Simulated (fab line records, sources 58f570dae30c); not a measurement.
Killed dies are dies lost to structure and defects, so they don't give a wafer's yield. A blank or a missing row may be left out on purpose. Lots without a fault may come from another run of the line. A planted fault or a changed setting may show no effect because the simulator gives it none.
Which tool did it? | flow berkeley_cmos170 | 15 lots, 45 wafers sampled, at 4 steps of a route of 331

WHAT THE GAUGES READ, wafer by wafer
UCB170_PLDD_OVL_MEAS_07.
lot  | measured     | on         | PLDD_OVL (nm)
L603 | day 7 02:38  | overlay-02 | 2 -6 -6
L604 | day 7 08:14  | overlay-01 | -11 -4 -4
L605 | day 7 08:31  | overlay-02 | 1 2 1
L606 | day 8 06:34  | overlay-01 | -1 5 0
L612 | day 9 07:16  | overlay-02 | 10 12 7
L611 | day 9 15:53  | overlay-01 | 3 -4 2
L613 | day 9 16:28  | overlay-01 | 5 7 -1
L617 | day 10 04:29 | overlay-01 | 3 0 7
L615 | day 10 04:35 | overlay-01 | 4 5 15
L618 | day 10 15:20 | overlay-01 | 2 -5 4
L619 | day 10 15:41 | overlay-02 | 6 8 8
L620 | day 10 23:45 | overlay-01 | -5 -4 -4
L621 | day 10 23:59 | overlay-01 | 4 7 5
L622 | day 11 14:29 | overlay-02 | -1 -9 3
L624 | day 12 02:14 | overlay-02 | 8 6 2

UCB170_M1_CD_MEAS_09: target cd 700 nm.
lot  | measured     | on        | cd_nm (nm)
L603 | day 8 01:41  | cd_sem-01 | 698.9 699.0 699.9
L604 | day 8 02:36  | cd_sem-02 | 700.7 701.5 700.6
L605 | day 8 06:03  | cd_sem-02 | 700.5 699.7 699.9
L606 | day 9 07:05  | cd_sem-01 | 700.3 700.6 700.5
L612 | day 10 03:35 | cd_sem-02 | 700.0 700.9 700.3
L611 | day 10 16:19 | cd_sem-02 | 697.9 698.9 699.0
L613 | day 10 16:04 | cd_sem-02 | 700.8 700.7 699.4
L617 | day 11 04:15 | cd_sem-01 | 699.7 699.7 700.0
L615 | day 11 06:05 | cd_sem-01 | 699.1 699.6 698.1
L618 | day 11 13:42 | cd_sem-02 | 700.3 700.2 700.6
L619 | day 11 14:15 | cd_sem-02 | 700.1 700.2 700.3
L620 | day 11 20:41 | cd_sem-01 | 703.3 701.9 704.6
L621 | day 11 21:24 | cd_sem-02 | 700.0 699.3 702.2
L622 | day 12 13:13 | cd_sem-01 | 702.1 701.5 702.2
L624 | day 12 23:59 | cd_sem-02 | 702.4 703.0 701.3

UCB170_M3_CD_MEAS_15: target cd 700 nm.
lot  | measured     | on        | cd_nm (nm)
L603 | day 8 17:17  | cd_sem-02 | 701.7 700.6 701.6
L604 | day 8 17:33  | cd_sem-02 | 702.3 702.6 703.2
L605 | day 8 22:03  | cd_sem-02 | 703.7 702.1 702.6
L606 | day 9 20:47  | cd_sem-01 | 699.3 697.7 697.6
L612 | day 10 15:57 | cd_sem-01 | 700.1 700.1 700.8
L611 | day 11 07:04 | cd_sem-01 | 700.6 700.8 701.3
L613 | day 11 06:50 | cd_sem-01 | 701.6 700.1 700.5
L617 | day 11 15:46 | cd_sem-02 | 700.1 699.9 698.9
L615 | day 11 20:50 | cd_sem-02 | 700.5 699.4 700.4
L618 | day 12 05:58 | cd_sem-02 | 700.0 699.8 698.3
L619 | day 12 06:07 | cd_sem-02 | 698.7 700.9 699.4
L620 | day 12 11:01 | cd_sem-02 | 700.8 699.6 700.9
L621 | day 12 11:37 | cd_sem-02 | 701.3 700.6 701.1
L622 | day 13 01:39 | cd_sem-02 | 699.1 698.8 699.6
L624 | day 13 12:00 | cd_sem-01 | 701.8 702.4 701.3

WHICH TOOL RAN EACH LOT (tool, then ch and the chambers of the sampled wafers, then the start)
lot  | UCB170_M3_HMDS_04
L603 | litho_track-03 ch 0, day 8 14:30
L604 | litho_track-03 ch 0, day 8 14:55
L605 | litho_track-03 ch 0, day 8 20:00
L606 | litho_track-01 ch 0, day 9 18:35
L612 | litho_track-02 ch 0, day 10 14:20
L611 | litho_track-03 ch 0, day 11 05:05
L613 | litho_track-02 ch 0, day 11 04:49
L617 | litho_track-02 ch 0, day 11 14:13
L615 | litho_track-03 ch 0, day 11 18:36
L618 | litho_track-02 ch 0, day 12 03:16
L619 | litho_track-02 ch 0, day 12 04:10
L620 | litho_track-02 ch 0, day 12 09:17
L621 | litho_track-03 ch 0, day 12 09:55
L622 | litho_track-03 ch 0, day 12 23:56
L624 | litho_track-01 ch 0, day 13 10:26
- UCB170_M3_HMDS_04: prime time 60 s.

WHAT THE TOOLS THEMSELVES READ (means of the sampled wafers that have a number; where no wafer has one, the mark that the record gives instead)
UCB170_M3_HMDS_04.
lot  | tool           | prime_temp_c (C)
L603 | litho_track-03 | 99.95
L604 | litho_track-03 | 99.95
L605 | litho_track-03 | 99.95
L606 | litho_track-01 | 100.05
L612 | litho_track-02 | 99.95
L611 | litho_track-03 | 100.10
L613 | litho_track-02 | 100.05
L617 | litho_track-02 | 100.15
L615 | litho_track-03 | 99.88
L618 | litho_track-02 | 97.94
L619 | litho_track-02 | 97.92
L620 | litho_track-02 | 98.03
L621 | litho_track-03 | 100.10
L622 | litho_track-03 | 100.13
L624 | litho_track-01 | 100.10

THE ANSWER, worked out from the rows above alone
Rule: what is usual is taken from the lots themselves. Put in order of their means at a reading, lots are off if they are a third of the lots or fewer, leave a main group of 4 or more, and stand apart from it by a gap of 3 or more times the standard deviation of the main group's means; of several such gaps the widest counts. A main group whose means are all the same, to the digits that the tables above print for the reading, isn't used. A lot without any number at a reading at which 4 lots or more have one is off too. The other lots that the step has rows for count as sound. The gauges are gone through in route order, then the tools' own readings, and for those a lot's mean is taken as printed above. The first step at which some lot is off is used, and at that step the reading that is off furthest; a lot without a number counts as furthest.
Off: L618, L619, L620, at UCB170_M3_HMDS_04 (prime_temp_c). The main group: mean 100.03 C, standard deviation 0.086.
A tool fits if, at that step or a process step before it, it ran every lot that is off, and no sound lot after the first of them. One fits: litho_track-02 at UCB170_M3_HMDS_04. Its last sound lot is L617 (day 11 14:13), its first lot that is off L618 (day 12 03:16): a fault that began between those two fits.
The tool's own readings at UCB170_M3_HMDS_04 bear it out: on the lots that are off they differ by more than 5 times the standard deviation of the sound lots' means. prime_temp_c reads 97.96 C there against 100.03 C on the sound lots.

WHAT THE SIMULATOR HAD PUT IN
Process parameter drift: litho_track-02, from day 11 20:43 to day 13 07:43, at UCB170_M3_HMDS_04. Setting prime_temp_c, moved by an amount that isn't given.
Lots struck among those shown: L618, L619, L620. The rule above found the same.
